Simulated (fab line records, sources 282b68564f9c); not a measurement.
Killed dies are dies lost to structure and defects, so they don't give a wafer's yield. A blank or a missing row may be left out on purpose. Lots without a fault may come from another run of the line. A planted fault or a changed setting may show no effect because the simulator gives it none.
A struck lot beside a sound one | flow rit_cmos | 14 steps out of a route of 202
Sound: wafers L987.2, L987.3, L987.6. Struck: wafers L994.3, L994.4, L994.6. The cause comes at the end.
At each step with rows: each side's tool, then ch and its chambers, then its first start. Under that, the readings that differ: sound wafers | struck wafers | difference of the means | sigmas: that difference in standard deviations of wafers without a fault.
alike: readings whose means differ by less than 2 such deviations, and words and numbers that are the same on both sides. not compared: withheld readings, readings that some wafer has no value for, bounds like >300 that may hide the same value, and numbers for which the record gives no deviation and whose values overlap.
The two part at a step that has a row with sigmas, a row that says differs or no value, or rows on one side only. Numbers that don't overlap but have no deviation are shown without sigmas and don't part them. A reading that every wafer of one side lacks parts them only if that side has two wafers or more.

first, 3 steps without rows for these wafers: RIT_GATE_CLEAN_02 (cleans in dHF, time 30 s); RIT_GATE_CLEAN_03 (cleans in SC2, time 600 s); RIT_GATE_CLEAN_04 (cleans in dHF, time 60 s).
RIT_FOX2_THK_MEAS_91:
  sound on film_metro-03, day 2 08:33; struck on film_metro-02, day 3 20:22
  alike: FIELD_OXIDE_LEFT_2_THK
then, 2 steps without rows for these wafers: RIT_GATE_OXIDATION_05 (target thk 3 nm, ox time 270 s); RIT_GATE_ANNEAL_06 (time 600 s).
RIT_GATE_THK_MEAS_07:
  sound on film_metro-04, day 2 09:58; struck on film_metro-04, day 3 22:08
  alike: GATE_OXIDE_THK
then, 1 step without rows for these wafers: RIT_GATE_CVD_08 (deposits poly-Si from SiH4, target thk 250 nm, time 2220 s).
RIT_GATE_THK_MEAS_09:
  sound on film_metro-02, day 2 12:26; struck on film_metro-04, day 4 00:37
  alike: GATE_POLY_THK
then, 3 steps without rows for these wafers: RIT_GATE_HMDS_10 (prime time 60 s); RIT_GATE_COAT_11 (resist thk 850 nm); RIT_GATE_SOFTBAKE_12 (time 60 s).
RIT_GATE_EXPOSE_13: exposes mask M6, target cd 150 nm.
  sound on iline_stepper-01 ch 0, day 2 12:58; struck on iline_stepper-01, day 4 01:16
  no value came back on the struck wafers for exposure_dose_mJ_cm2, focus_offset_nm (nm); on the sound wafers exposure_dose_mJ_cm2 reads 379.4 379.3 380.2
  alike: mask
then, 1 step without rows for these wafers: RIT_GATE_PEB_14.

WHERE THEY PART
Only at RIT_GATE_EXPOSE_13, within this record.

WHY: what the simulator had put in
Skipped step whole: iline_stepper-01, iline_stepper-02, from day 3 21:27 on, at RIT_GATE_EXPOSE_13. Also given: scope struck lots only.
